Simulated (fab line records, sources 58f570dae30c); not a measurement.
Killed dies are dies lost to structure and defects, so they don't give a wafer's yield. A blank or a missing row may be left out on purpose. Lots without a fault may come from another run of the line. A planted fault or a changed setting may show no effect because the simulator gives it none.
Chamber matching | flow berkeley_cmos170 | UCB170_GATE_ETCH_15 on rie_si-02: 4 sister chambers
The step etches poly-Si in HBr/Cl2, stops on SiO2, time 56.3 s, target depth 278.2 nm. 17 wafers are shown with their chamber, then 8 later ones without.

WAFERS WITH THEIR CHAMBER
wafer  | chamber | throttle_valve_pct (%) | drypump_motor_current_A (A) | oes_product_au (a.u.)
L245.1 | 2       | 27.08                  | 5.3                         | 0.837
L245.3 | 0       | 26.62                  | 5.2                         | 0.857
L245.4 | 3       | 26.40                  | 5.4                         | 0.817
L247.1 | 2       | 27.08                  | 5.3                         | 0.834
L247.3 | 1       | 26.77                  | 5.1                         | 0.814
L247.5 | 0       | 26.62                  | 5.2                         | 0.845
L249.1 | 2       | 27.08                  | 5.3                         | 0.823
L249.3 | 1       | 26.77                  | 5.1                         | 0.806
L249.6 | 2       | 27.07                  | 5.3                         | 0.821
L251.3 | 0       | 26.62                  | 5.2                         | 0.845
L251.4 | 2       | 27.09                  | 5.3                         | 0.839
L251.5 | 0       | 26.63                  | 5.2                         | 0.845
L255.1 | 1       | 26.78                  | 5.1                         | 0.816
L255.2 | 0       | 26.64                  | 5.2                         | 0.843
L255.3 | 2       | 27.07                  | 5.3                         | 0.825
L256.1 | 0       | 26.63                  | 5.2                         | 0.857
L256.5 | 1       | 26.78                  | 5.0                         | 0.830

SIGNATURES (means of the wafers above)
reading                 | chamber 0 | chamber 1 | chamber 2 | chamber 3 | scatter within a chamber
throttle_valve_pct      | 26.6267   | 26.7750   | 27.0783   | 26.4000   | 0.00742
drypump_motor_current_A | 5.200     | 5.075     | 5.300     | 5.400     | 0.024
oes_product_au          | 0.84867   | 0.81650   | 0.82983   | 0.81700   | 0.0079
Rule: a wafer's distance from a chamber is the root of the sum, over the readings, of the square of ((its reading less the chamber's mean) divided by the reading's scatter). The wafer belongs to the nearest chamber; if the next one is less than 2 further off, it can't be placed. The scatter: the root of (the sum of the squares of (reading less its chamber's mean) over the shown wafers, divided by (wafers less chambers)).

WAFERS WITHOUT THEIR CHAMBER
wafer  | throttle_valve_pct (%) | drypump_motor_current_A (A) | oes_product_au (a.u.)
L256.6 | 27.08                  | 5.3                         | 0.832
L260.5 | 26.77                  | 5.1                         | 0.859
L265.2 | 26.64                  | 5.2                         | 0.841
L265.3 | 27.07                  | 5.3                         | 0.837
L265.6 | 26.77                  | 5.1                         | 0.819
L266.4 | 26.78                  | 5.1                         | 0.829
L266.5 | 26.78                  | 5.1                         | 0.819
L266.6 | 26.62                  | 5.2                         | 0.865

WHICH CHAMBER EACH WENT THROUGH
wafer  | from the rows above | in truth
L256.6 | 2                   | 2
L260.5 | 1                   | 1
L265.2 | 0                   | 0
L265.3 | 2                   | 2
L265.6 | 1                   | 1
L266.4 | 1                   | 1
L266.5 | 1                   | 1
L266.6 | 0                   | 0
Placed correctly: 8 of 8. Can't be placed from these rows: 0. Placed wrongly: 0.
